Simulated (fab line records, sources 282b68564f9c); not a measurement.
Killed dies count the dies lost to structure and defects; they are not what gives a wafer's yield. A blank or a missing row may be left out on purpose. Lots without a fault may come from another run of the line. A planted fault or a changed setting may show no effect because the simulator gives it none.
Comparing a struck lot with a sound one || flow ritCmos || 18 out of 202 route steps
Sound: the wafers L282.3, L282.4, L282.5. The struck wafers were L295.2, L295.3, L295.4. The cause is given at the end.
Each step with rows lists, per side, the tool, then ch with its chambers, then its first start. Under that, the readings that differ: sound wafers || struck wafers || difference of the means || sigmas: that difference in standard deviations of wafers without a fault.
alike: same words and numbers on both sides, and readings whose means sit less than 2 such deviations apart. not compared: any withheld reading, any reading some wafer has no value for, any bound like >300 that may hide the same value, and any number with overlapping values for which the record gives no deviation.
Wherever a step has rows on one side only, a row that says differs or no value, or a row with sigmas, the two part there. Numbers that don't overlap but have no deviation are shown without sigmas and don't part them. A reading missing from all wafers of one side parts the sides only when that side holds two or more wafers.

first, 4 steps without rows for these wafers: RIT_NRETRO_SOFTBAKE_02 (time 60 s); RIT_NRETRO_EXPOSE_03 (exposes mask M4, target cd 43900 nm); RIT_NRETRO_PEB_04; RIT_NRETRO_DEVELOP_05 (develop time 69.64 s).
RIT_NRETRO_OVL_MEAS_06:
  struck on overlay-01, day 5 10:07; sound on overlay-01, day 2 17:12
  alike: NRETRO_OVL
then, 2 steps without rows for these wafers: RIT_NRETRO_HARDBAKE_07 (time 120 s); RIT_NRETRO_IMPLANT_08.
RIT_NRETRO_STRIP_09: strips in O2, time 180 s.
  sound on plasmaAsher-03 ch 0,1, day 2 17:41; struck on plasmaAsher-02 ch 0,1, day 5 10:33
  alike: drypumpMotorCurrentA
  not compared: rfHoursCounterH
RIT_NRETRO_TW_MEAS_10:
  struck on filmMetro-03, day 5 10:44; sound on filmMetro-03, day 2 17:49
  alike: NRETRO_TW
then, 3 steps without rows for these wafers: RIT_PRETRO_HMDS_00 (prime time 60 s); RIT_PRETRO_COAT_01 (resist thk 1300 nm); RIT_PRETRO_SOFTBAKE_02 (time 60 s).
RIT_PRETRO_EXPOSE_03: exposes mask M5, target cd 43700 nm.
  sound on ilineStepper-02 ch 0, day 2 18:26; struck on ilineStepper-02 ch 0, day 5 11:16
{"reading": "model.PRETRO.overlayXNm (nm)", "sound": "0.302 0.302 0.302", "struck": "3686 3686 3686", "difference": "+3686", "sigmas": ""}
  alike: mask
then, 2 steps without rows for these wafers: RIT_PRETRO_PEB_04; RIT_PRETRO_DEVELOP_05 (develop time 68 s).
RIT_PRETRO_OVL_MEAS_06:
  struck on overlay-01, day 5 11:45; sound on overlay-02, day 2 18:51
{"reading": "PRETRO_OVL (nm)", "sound": "-0.9 0.3 1.5", "struck": "3685.3 3685.7 3685.7", "difference": "+3685.3", "sigmas": "+99 or more"}
then, 1 step without rows for these wafers: RIT_PRETRO_HARDBAKE_07 (time 120 s).
RIT_M1_PROBE_99:
  struck on prober-02, day 6 16:46; sound on prober-01, day 3 22:35
{"reading": "killedAtContacts", "sound": "0 0 0", "struck": "1 0 1", "difference": "+1", "sigmas": "+2"}
{"reading": "killedAtFrontEnd", "sound": "7 4 7", "struck": "263 264 263", "difference": "+257", "sigmas": "+89"}
{"reading": "killedDies", "sound": "7 4 7", "struck": "264 264 264", "difference": "+258", "sigmas": "+86"}
{"reading": "killedOnRim", "sound": "3 1 2", "struck": "70 70 70", "difference": "+68", "sigmas": "+52"}
{"reading": "model.etest.pmos_0p3.rOnOhmUm", "sound": "6210 6122 6133", "struck": "5361 5359 5335", "difference": -803, "sigmas": ""}
{"reading": "model.etest.pmosTurned.rOnOhmUm", "sound": "3323 3259 3251", "struck": "3042 2966 2953", "difference": -291, "sigmas": ""}
{"reading": "model.etest.pmos_0p15.rOnOhmUm", "sound": "2710 2677 2657", "struck": "2533 2483 2473", "difference": -185, "sigmas": ""}
{"reading": "model.etest.nmos_0p3.rOnOhmUm", "sound": "2146 2148 2132", "struck": "1857 1825 1828", "difference": -305, "sigmas": ""}
{"reading": "model.etest.nmosTurned.driveUaUm", "sound": "337.8 342.5 350.5", "struck": "448 454.4 462.9", "difference": "+111", "sigmas": ""}
{"reading": "model.etest.nmos_0p15.driveUaUm", "sound": "474.8 480.4 476.6", "struck": "571.1 581.1 582.3", "difference": "+100.9", "sigmas": ""}
{"reading": "model.etest.pmos_0p15.driveUaUm", "sound": "261.1 264.1 264.9", "struck": "329.9 332.2 335.8", "difference": "+69.3", "sigmas": ""}
  alike: killed_at_M0_to_M3, killedOpen, killedShort
  not compared: model.etest.nmos_0p15.rOnOhmUm

WHERE THEY PART
Earliest at RIT_PRETRO_OVL_MEAS_06; latest, in this record, at RIT_M1_PROBE_99.

WHY: the cause the simulator had injected
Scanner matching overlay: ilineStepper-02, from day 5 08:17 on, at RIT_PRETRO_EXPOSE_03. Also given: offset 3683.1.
